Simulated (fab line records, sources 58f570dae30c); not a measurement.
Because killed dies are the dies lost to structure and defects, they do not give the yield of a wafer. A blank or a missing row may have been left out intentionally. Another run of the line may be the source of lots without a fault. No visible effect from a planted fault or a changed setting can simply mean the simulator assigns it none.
Lot-split experiment || flow berkeley cmos170 || route with 331 steps; 5 lots, 23 wafers read

== THE SPLIT ITSELF ==
At UCB170_M2_SPUTTER_01 (material Al, target thk 900 nm, time 120 s), the setting power w was moved away from the recipe's 6000 W on 9 of the 23 wafers read, by -11.0% to +8.8%. The other wafers ran this setting at the recipe's value.

== FROM THE SPLIT ON TO THE READING: in between, the file shows 1 step ==
- UCB170_M2_RS_MEAS_02: measures by four-point-probe

== THE READING ==
M2_AL_THK, in nm, at UCB170_M2_THK_MEAS_03 (measures by xrf). On this fab line, fault-free wafers typically give 898 nm with a standard deviation of 13 nm.

{"wafer": "L078.1", "tool, chamber at the split": "pvd sputter-01, -", "power w as run, W": 6000, "against the recipe": "recipe", "M2_AL_THK, nm": 899, "against lot-mates on the recipe": "-"}
{"wafer": "L078.2", "tool, chamber at the split": "pvd sputter-01, -", "power w as run, W": 6000, "against the recipe": "recipe", "M2_AL_THK, nm": 889, "against lot-mates on the recipe": "-"}
{"wafer": "L078.3", "tool, chamber at the split": "pvd sputter-01, -", "power w as run, W": 6297, "against the recipe": "+5.0%", "M2_AL_THK, nm": 933, "against lot-mates on the recipe": "+41"}
{"wafer": "L078.5", "tool, chamber at the split": "pvd sputter-01, -", "power w as run, W": 6000, "against the recipe": "recipe", "M2_AL_THK, nm": 889, "against lot-mates on the recipe": "-"}
{"wafer": "L078.6", "tool, chamber at the split": "pvd sputter-01, -", "power w as run, W": 6297, "against the recipe": "+5.0%", "M2_AL_THK, nm": 934, "against lot-mates on the recipe": "+42"}
{"wafer": "L076.1", "tool, chamber at the split": "pvd sputter-03, -", "power w as run, W": 6526, "against the recipe": "+8.8%", "M2_AL_THK, nm": 995, "against lot-mates on the recipe": "+78"}
{"wafer": "L076.2", "tool, chamber at the split": "pvd sputter-03, -", "power w as run, W": 6526, "against the recipe": "+8.8%", "M2_AL_THK, nm": 989, "against lot-mates on the recipe": "+72"}
{"wafer": "L076.3", "tool, chamber at the split": "pvd sputter-03, -", "power w as run, W": 6000, "against the recipe": "recipe", "M2_AL_THK, nm": 920, "against lot-mates on the recipe": "-"}
{"wafer": "L076.4", "tool, chamber at the split": "pvd sputter-03, -", "power w as run, W": 6000, "against the recipe": "recipe", "M2_AL_THK, nm": 900, "against lot-mates on the recipe": "-"}
{"wafer": "L076.6", "tool, chamber at the split": "pvd sputter-03, -", "power w as run, W": 6000, "against the recipe": "recipe", "M2_AL_THK, nm": 930, "against lot-mates on the recipe": "-"}
{"wafer": "L080.1", "tool, chamber at the split": "pvd sputter-03, -", "power w as run, W": 6000, "against the recipe": "recipe", "M2_AL_THK, nm": 888, "against lot-mates on the recipe": "-"}
{"wafer": "L080.2", "tool, chamber at the split": "pvd sputter-03, -", "power w as run, W": 6251, "against the recipe": "+4.2%", "M2_AL_THK, nm": 960, "against lot-mates on the recipe": "+63"}
{"wafer": "L080.3", "tool, chamber at the split": "pvd sputter-03, -", "power w as run, W": 6000, "against the recipe": "recipe", "M2_AL_THK, nm": 906, "against lot-mates on the recipe": "-"}
{"wafer": "L080.4", "tool, chamber at the split": "pvd sputter-03, -", "power w as run, W": 6251, "against the recipe": "+4.2%", "M2_AL_THK, nm": 943, "against lot-mates on the recipe": "+46"}
{"wafer": "L080.6", "tool, chamber at the split": "pvd sputter-03, -", "power w as run, W": 6251, "against the recipe": "+4.2%", "M2_AL_THK, nm": 947, "against lot-mates on the recipe": "+50"}
{"wafer": "L085.1", "tool, chamber at the split": "pvd sputter-04, -", "power w as run, W": 6000, "against the recipe": "recipe", "M2_AL_THK, nm": 913, "against lot-mates on the recipe": "-"}
{"wafer": "L085.2", "tool, chamber at the split": "pvd sputter-04, -", "power w as run, W": 6000, "against the recipe": "recipe", "M2_AL_THK, nm": 917, "against lot-mates on the recipe": "-"}
{"wafer": "L085.6", "tool, chamber at the split": "pvd sputter-04, -", "power w as run, W": 6000, "against the recipe": "recipe", "M2_AL_THK, nm": 913, "against lot-mates on the recipe": "-"}
{"wafer": "L084.1", "tool, chamber at the split": "pvd sputter-03, -", "power w as run, W": 6000, "against the recipe": "recipe", "M2_AL_THK, nm": 924, "against lot-mates on the recipe": "-"}
{"wafer": "L084.2", "tool, chamber at the split": "pvd sputter-03, -", "power w as run, W": 6000, "against the recipe": "recipe", "M2_AL_THK, nm": 897, "against lot-mates on the recipe": "-"}
{"wafer": "L084.3", "tool, chamber at the split": "pvd sputter-03, -", "power w as run, W": 5343, "against the recipe": "-11.0%", "M2_AL_THK, nm": 816, "against lot-mates on the recipe": -89}
{"wafer": "L084.4", "tool, chamber at the split": "pvd sputter-03, -", "power w as run, W": 5343, "against the recipe": "-11.0%", "M2_AL_THK, nm": 814, "against lot-mates on the recipe": -91}
{"wafer": "L084.6", "tool, chamber at the split": "pvd sputter-03, -", "power w as run, W": 6000, "against the recipe": "recipe", "M2_AL_THK, nm": 894, "against lot-mates on the recipe": "-"}

THE FIT
A straight line over all 23 wafers: M2_AL_THK changes by +8.71 nm for each +1% of power w; r = +0.95; the points scatter about the line by 13 nm.
The same after taking each lot's own level away (the mean of its wafers on the recipe; 23 wafers): +8.73 nm for each +1%; r = +0.97; scatter 10 nm.
According to that fit, moving power w by its largest amount changes the reading by 96 nm.
Across the lots, their own levels run from 892.3 to 916.7 nm, a range of 1.9 times the standard deviation given above.
The two slopes agree, so the slope changes little with the lot-to-lot level.
Check: -95.3 nm against its lot-mates is what the line predicts for one of the wafers moved furthest among these (-11.0%) when that wafer is left out of the fit. It came out at -89 nm against them.

== THESE WAFERS: OTHER SPLITS ==
These wafers also went through other splits before the reading. Each is held against what the fit with the lots' levels taken away leaves over:
{"other split on the same wafers": "UCB170_PSD_DEVELOP_05 develop time s", "wafers away from the commonest value": 10, "r with M2_AL_THK (lot level and that fit taken away)": "+0.19"}
{"other split on the same wafers": "UCB170_NSD_IMPLANT_08 energy kev", "wafers away from the commonest value": 10, "r with M2_AL_THK (lot level and that fit taken away)": "+0.42"}
{"other split on the same wafers": "UCB170_BACKSIDE_SOFTBAKE_02 time s", "wafers away from the commonest value": 5, "r with M2_AL_THK (lot level and that fit taken away)": -0.16}
{"other split on the same wafers": "UCB170_SILICIDE_SPUTTER_01 time s", "wafers away from the commonest value": 4, "r with M2_AL_THK (lot level and that fit taken away)": "+0.30"}
{"other split on the same wafers": "UCB170_CONTACT_PEB_13 peb temp c", "wafers away from the commonest value": 6, "r with M2_AL_THK (lot level and that fit taken away)": -0.02}
{"other split on the same wafers": "UCB170_CONTACT_DEVELOP_14 dev temp c", "wafers away from the commonest value": 10, "r with M2_AL_THK (lot level and that fit taken away)": "+0.14"}

== THE WHOLE CHAIN: every reading that the file lists as answering this split, in the file's order ==
{"step": "UCB170_M2_SPUTTER_01", "what it does": "material Al, target thk 900 nm, time 120 s", "reading": "Al_of_M2_SPUTTER_01.thk nm (the simulator's own value, which no gauge read)", "change (the file's fit)": "+8.77 nm for each +1% of the setting", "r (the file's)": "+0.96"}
{"step": "UCB170_M2_RS_MEAS_02", "what it does": "measures by four-point-probe", "reading": "M2_AL_RS", "change (the file's fit)": "-0.00032 for each +1% of the setting", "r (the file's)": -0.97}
{"step": "UCB170_M2_THK_MEAS_03", "what it does": "measures by xrf", "reading": "M2_AL_THK", "change (the file's fit)": "+8.69 for each +1% of the setting", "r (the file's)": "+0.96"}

== THE FILE'S OWN FIT ==
M2_AL_THK changes by +8.69 nm for each +1% of power w, r = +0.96.
